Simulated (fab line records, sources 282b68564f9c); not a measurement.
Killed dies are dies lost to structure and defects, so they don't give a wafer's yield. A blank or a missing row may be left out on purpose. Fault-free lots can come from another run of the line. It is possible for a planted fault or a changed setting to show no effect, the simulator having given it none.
Struck lot and sound lot, side by side ; flow ritCmos ; 16 steps out of a route of 202
Sound: wafers L654.2, L654.3, L654.6. Wafers struck: L658.1, L658.3, L658.6. At the end, the cause is stated.
For every step that has rows: the tool of each side, followed by ch and its chambers, followed by its first start. Under that, the readings that differ: sound wafers ; struck wafers ; difference of the means ; sigmas: that difference in standard deviations of wafers without a fault.
alike: readings whose means differ by less than 2 such deviations, and words and numbers that are the same on both sides. not compared: withheld readings, readings that some wafer has no value for, bounds like >300 that may hide the same value, and numbers for which the record gives no deviation and whose values overlap.
The two part at a step that has a row with sigmas, a row that says differs or no value, or rows on one side only. When numbers do not overlap yet have no deviation, they are printed without sigmas and do not part them. A reading missing from all wafers of one side parts the sides only when that side holds two or more wafers.

first, 4 steps without rows for these wafers: RIT_ACTIVE_SOFTBAKE_07 (time 60 s); RIT_ACTIVE_EXPOSE_08 (exposes mask M1, target cd 1400 nm); RIT_ACTIVE_PEB_09; RIT_ACTIVE_DEVELOP_10 (develop time 50 s).
RIT_ACTIVE_CD_MEAS_11: target cd 1400 nm.
  sound on cdSem-01 at day 3 12:08; struck on cdSem-01 at day 4 07:26
  alike: cdNm
then, 1 step without rows for these wafers: RIT_ACTIVE_HARDBAKE_12 (time 60 s).
RIT_ACTIVE_ETCH_13: etches Si3N4 in SF6, stops on SiO2, time 210 s, target depth 210 nm.
  sound on rieDiel-04 ch 0,1, day 3 12:23; struck on rieDiel-04 ch 2,3, day 4 07:43
  alike: drypumpMotorCurrentA, oesProductAu, throttleValvePct
  not compared: rfHoursCounterH
RIT_ACTIVE_STRIP_14: strips in O2, time 180 s.
  sound on plasmaAsher-04 ch 0, day 3 12:31; struck on plasmaAsher-04 ch 0,1, day 4 07:50
  alike: drypumpMotorCurrentA
  not compared: rfHoursCounterH
RIT_ACTIVE_CD_MEAS_90: target cd 1400 nm.
  sound on cdSem-02 at day 3 12:43; struck on cdSem-01 at day 4 08:01
  alike: cdNm
then, 3 steps without rows for these wafers: RIT_ACTIVE_CLEAN_15 (cleans in SC1, time 600 s); RIT_ACTIVE_CLEAN_16 (cleans in dHF, time 30 s); RIT_ACTIVE_CLEAN_17 (cleans in SC2, time 600 s).
RIT_FOX1_OXIDATION_00: target thk 350.7 nm, ox time 1130 s.
  sound on furnace-04 ch 0, day 3 13:16; struck on furnace-04 ch 0, day 4 08:30
reading;sound;struck;difference;sigmas
oxTimeS (s);1130 1130 1130;904 904 904;-226;
model.SiO2_of_FOX1_OXIDATION_00.thkNm (nm);356.6 358.5 360.3;303.2 300.8 302;-56.5;
RIT_FOX1_THK_MEAS_01:
  sound on filmMetro-04 at day 3 14:35; struck on filmMetro-04 at day 4 09:49
reading;sound;struck;difference;sigmas
FOX1_OXIDE_THK (nm);357 358 361;303 301 302;-57;-9
then, 1 step without rows for these wafers: RIT_FOX1_WET_ETCH_02 (etches SiO2 in BOE, target depth 350 nm, time 390 s).
RIT_M1_PROBE_99:
  sound on prober-01 at day 5 06:43; struck on prober-01 at day 6 01:28
reading;sound;struck;difference;sigmas
model.etest.nplusSal.widthNm (nm);3429 3408 3412;3494 3503 3483;+77;
model.etest.pplusSal.widthNm (nm);3424 3433 3424;3476 3509 3490;+65;
model.etest.nldd.widthNm (nm);3156 3148 3133;3214 3218 3200;+65;
model.etest.pldd.widthNm (nm);3151 3151 3162;3213 3219 3206;+58;
  alike: killedAtFrontEnd, killedDies, killedOpen, killedShort

WHERE THEY PART
Only at RIT_FOX1_THK_MEAS_01, as far as this record shows. Later steps at which nothing parts them and some readings are alike: RIT_M1_PROBE_99.

WHY: what the simulator had put in
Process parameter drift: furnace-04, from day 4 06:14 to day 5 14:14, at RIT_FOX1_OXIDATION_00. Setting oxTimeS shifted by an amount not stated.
